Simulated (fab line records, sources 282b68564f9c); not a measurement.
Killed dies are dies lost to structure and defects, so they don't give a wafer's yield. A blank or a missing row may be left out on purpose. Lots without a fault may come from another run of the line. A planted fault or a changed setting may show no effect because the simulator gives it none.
fab line records | flow rit_cmos
record lots=14 wafers=42 last_day=7
route steps=202 shown NRETRO@61 M1@202
lots that met no fault: from a run of the same line without faults
start_h: hours from the record's first day to the start of the lot's first wafer shown | wait_h: hours since the lot's step before | " the same as in the row above | L1.1+2: a row that stands for several wafers | - no value, or no start given | * or withheld: withheld | < > ~ a bound
route shown NAME@n: a module of which the file shows steps, and the number in the route of the first | usual: mean/standard deviation of fault-free wafers | same: alike in all rows | chamber/n: place in a boat | sites: the reading at each site | _std_site: their standard deviation | _edge_site: outer sites' mean less inner sites' | radius_mm: how far each site lies from the wafer's centre | mask NAME#n: copy n | behind: the tool/chamber that last shaped the wafer | hold: why the lot was held/for how many hours/how that ended | device: the transistor (n, p or np) that didn't switch | end of line: the same wafers' tests at the end of the route | a step without rows: its recipe alone | killed: dies lost to structure and defects at the first sort, not the wafer's yield | map: a wafer's dies, x killed, . not, _ none there
set.NAME: the setting as run; set.NAME@STEP: as run at that earlier step | model.NAME: the simulator's own value behind a step, which no gauge read
steps of the route over a sample of lots; a table a step, a row a wafer
services: from which hour (start_h, from the record's first day; less than 0 if before it) a tool's chamber was out of use, for how many hours, and why
## steps
# step RIT_NRETRO_IMPLANT_08
# recipe species=P energy_kev=70 dose_cm2=1e+13 tilt_deg=7
# usual beam_energy_keV=69.994/0.02 beam_on_s=10.03/0.18
# columns lot.wafer tool chamber start_h wait_h beam_energy_keV beam_on_s
L480.1 implanter-04 0 34.54 0.2 69.997 10.05
L480.3 " 0 " " 70.004 9.97
L480.6 " 0 " " 70.031 10.06
L481.1 implanter-01 0 39.99 0.2 70.020 10.02
L481.2 " 0 " " 70.000 9.91
L481.6 " 0 " " 69.986 10.13
L482.2 implanter-04 0 45.90 0.2 70.003 10.27
L482.3 " 0 " " 69.956 9.95
L482.5 " 0 " " 69.979 10.05
L483.1 implanter-04 0 49.93 0.2 70.014 10.18
L483.4 " 0 " " 70.018 10.42
L483.6 " 0 " " 69.978 10.01
L484.3 implanter-04 0 54.91 0.2 70.000 10.29
L484.4 " 0 " " 70.021 10.01
L484.5 " 0 " " 70.002 10.25
L486.1 implanter-02 0 65.65 0.2 69.982 10.08
L486.3 " 0 " " 70.025 10.34
L486.4 " 0 " " 69.993 10.00
L487.1 implanter-01 0 70.26 0.2 70.034 9.97
L487.2 " 0 " " 69.997 10.06
L487.4 " 0 " " 69.973 10.06
L489.3 implanter-02 0 79.44 0.2 69.991 10.11
L489.4 " 0 " " 70.000 9.94
L489.6 " 0 " " 69.993 9.98
L490.4 implanter-02 0 84.84 0.2 69.997 10.23
L490.5 " 0 " " 70.020 9.86
L490.6 " 0 " " 69.980 9.99
L491.3 implanter-04 0 90.29 0.2 69.991 9.90
L491.4 " 0 " " 70.009 10.22
L491.5 " 0 " " 69.997 10.21
L494.3 implanter-01 0 104.14 0.2 70.011 9.67
L494.4 " 0 " " 69.983 9.70
L494.5 " 0 " " 69.976 10.38
L498.1 implanter-02 0 125.38 0.2 45.508 9.82
L498.4 " 0 " " 45.532 9.77
L498.6 " 0 " " 45.506 9.91
L499.1 implanter-02 0 130.72 0.2 45.526 10.06
L499.2 " 0 " " 45.510 9.84
L499.4 " 0 " " 45.506 10.13
L500.2 implanter-01 0 135.73 0.2 69.960 10.17
L500.4 " 0 " " 69.985 10.04
L500.6 " 0 " " 69.991 9.83
# step RIT_NRETRO_TW_MEAS_10
# usual NRETRO_TW=1046/6.4
# columns lot.wafer tool chamber start_h wait_h NRETRO_TW
L480.1 film_metro-01 - 34.87 0.1 1039
L480.3 " - " " 1040
L480.6 " - " " 1041
L481.1 film_metro-01 - 40.32 0.1 1043
L481.2 " - " " 1039
L481.6 " - " " 1042
L482.2 film_metro-02 - 46.21 0.1 1053
L482.3 " - " " 1059
L482.5 " - " " 1057
L483.1 film_metro-01 - 50.26 0.1 1047
L483.4 " - " " 1037
L483.6 " - " " 1036
L484.3 film_metro-03 - 55.20 0.1 1040
L484.4 " - " " 1040
L484.5 " - " " 1042
L486.1 film_metro-01 - 65.97 0.1 1034
L486.3 " - " " 1046
L486.4 " - " " 1041
L487.1 film_metro-03 - 70.59 0.1 1042
L487.2 " - " " 1041
L487.4 " - " " 1040
L489.3 film_metro-01 - 79.74 0.1 1047
L489.4 " - " " 1048
L489.6 " - " " 1047
L490.4 film_metro-03 - 85.12 0.1 1048
L490.5 " - " " 1047
L490.6 " - " " 1041
L491.3 film_metro-02 - 90.59 0.1 1046
L491.4 " - " " 1048
L491.5 " - " " 1057
L494.3 film_metro-02 - 104.43 0.1 1050
L494.4 " - " " 1049
L494.5 " - " " 1048
L498.1 film_metro-03 - 125.71 0.1 934
L498.4 " - " " 935
L498.6 " - " " 929
L499.1 film_metro-03 - 131.05 0.1 939
L499.2 " - " " 933
L499.4 " - " " 935
L500.2 film_metro-01 - 136.04 0.1 1044
L500.4 " - " " 1045
L500.6 " - " " 1046
# step RIT_M1_PROBE_99
# usual killed_at_contacts=0.1/0.31 killed_at_front_end=6.3/3 killed_dies=6.4/3 killed_open=3/1.9 killed_short=3.4/1.9
# same gross_dies=264 killed_at_M0_to_M3=0 killed_at_M4_up=0 killed_at_back_side=0 killed_at_other=0
# columns lot.wafer tool chamber start_h wait_h killed_at_contacts killed_at_front_end killed_dies killed_open killed_short
L494.3 prober-02 - 135.63 0.2 0 4 4 3 1
L494.4 prober-02 - 135.68 0.2 0 3 3 1 2
L494.5 prober-02 - 135.73 0.2 0 10 10 2 8
# killed by level:class
L494.3 GATE:geometric_particle:open=1 GATE:geometric_particle:short=1 REOX:geometric_particle:open=1 SILICIDE:geometric_particle:open=1
L494.4 GATE:geometric_particle:short=1 REOX:geometric_particle:short=1 SPACER:geometric_particle:open=1
L494.5 GATE:geometric_particle:short=4 SPACER:geometric_particle:short=3 GATE:geometric_particle:open=2 ACTIVE:geometric_particle:short=1
## services
# columns tool chamber start_h hours kind
implanter-02 - 25.65 5.0 repair
implanter-01 - 84.03 5.1 pm
implanter-02 - 89.52 1.8 repair
implanter-01 - 122.18 1.9 repair
implanter-02 - 133.10 3.3 repair
## key
first_sign step=RIT_NRETRO_IMPLANT_08 reading=beam_energy_keV direction=down sigmas=99+ usual=69.994 struck=45.515
effect step=RIT_NRETRO_TW_MEAS_10 reading=NRETRO_TW direction=down sigmas=17 usual=1046 struck=934
met_at RIT_NRETRO_IMPLANT_08
struck_lots L498,L499
tester_left_out L498,L499
onset_between 84.84 125.38
fault kind=process_parameter_drift tool=implanter-02 chamber=- onset_h=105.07 steps=RIT_NRETRO_IMPLANT_08 channel=energy_kev offset=-24.5 shape=step end_h=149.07 acts_in=these_recipes_only stated=70
# tester_left_out: of these lots the tester's yield and bins aren't shown, on N5 and GAA mostly nor the transistor test; their killed dies are dies lost to structure and defects alone, not to doping, threshold or leakage, so they don't give the yield
